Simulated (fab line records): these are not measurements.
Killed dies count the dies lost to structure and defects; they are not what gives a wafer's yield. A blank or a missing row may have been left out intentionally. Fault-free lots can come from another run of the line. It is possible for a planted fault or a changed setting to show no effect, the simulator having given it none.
What tool caused it? -- flow berkeley-cmos170 -- 7 lots, 21 wafers sampled, at 2 steps of a route of 331

WHAT THE GAUGES SHOWED, per wafer
UCB170_PWELL_TW_MEAS_17.
lot,measured,on,PWELL_TW
L456,day 3 17:33,film-metro-04,374.0 377.2 375.1
L458,day 4 04:29,film-metro-01,380.2 381.4 379.5
L460,day 4 15:03,film-metro-02,379.9 381.3 382.1
L462,day 5 01:34,film-metro-02,380.5 380.7 378.0
L471,day 6 21:06,film-metro-01,369.0 367.0 370.3
L473,day 7 07:05,film-metro-02,369.1 367.1 368.1
L476,day 8 00:55,film-metro-01,380.3 379.9 380.8

EACH LOT AND THE TOOL THAT RAN IT (in order: tool; ch and the chambers of the sampled wafers; start)
lot,UCB170_PWELL_IMPLANT_15
L456,"implanter-03 ch 0, day 3 17:19"
L458,"implanter-01 ch 0, day 4 04:14"
L460,"implanter-01 ch 0, day 4 14:48"
L462,"implanter-01 ch 0, day 5 01:19"
L471,"implanter-01 ch 0, day 6 20:51"
L473,"implanter-01 ch 0, day 7 06:50"
L476,"implanter-03 ch 0, day 8 00:40"
- UCB170_PWELL_IMPLANT_15

THE ANSWER, worked out from the rows above alone
Rule: the lots themselves supply what counts as usual. The widest of any qualifying gaps counts: lots, ordered by their means at a reading, are off when they make up no more than a third of the lots, leave a main group of 4 or more, and stand apart from it by 3 or more times the standard deviation of that group's means. If all means in a main group match to the digits the tables above print for the reading, that group is not used. A lot without any number at a reading at which 4 lots or more have one is off too. All remaining lots with rows at the step are treated as sound.
Off: L471, L473, at UCB170_PWELL_TW_MEAS_17 (PWELL_TW). The main group: mean 379.4, standard deviation 2.
A tool fits if, at a process step before that reading, it ran every lot that is off, and no sound lot after the first of them. Those tools and the gauges at UCB170_PWELL_TW_MEAS_17 are tried in the same way. One fits: UCB170_PWELL_IMPLANT_15 on implanter-01. A fault onset in the window from L462 (day 5 01:19, its last sound lot) to L471 (day 6 20:51, its first lot off) fits.

WHAT HAD BEEN PUT IN BY THE SIMULATOR
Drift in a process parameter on implanter-01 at UCB170_PWELL_IMPLANT_15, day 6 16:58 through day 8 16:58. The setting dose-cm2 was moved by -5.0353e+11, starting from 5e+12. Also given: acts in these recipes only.
Shown lots that were struck: L471, L473. The same result came from the rule above.
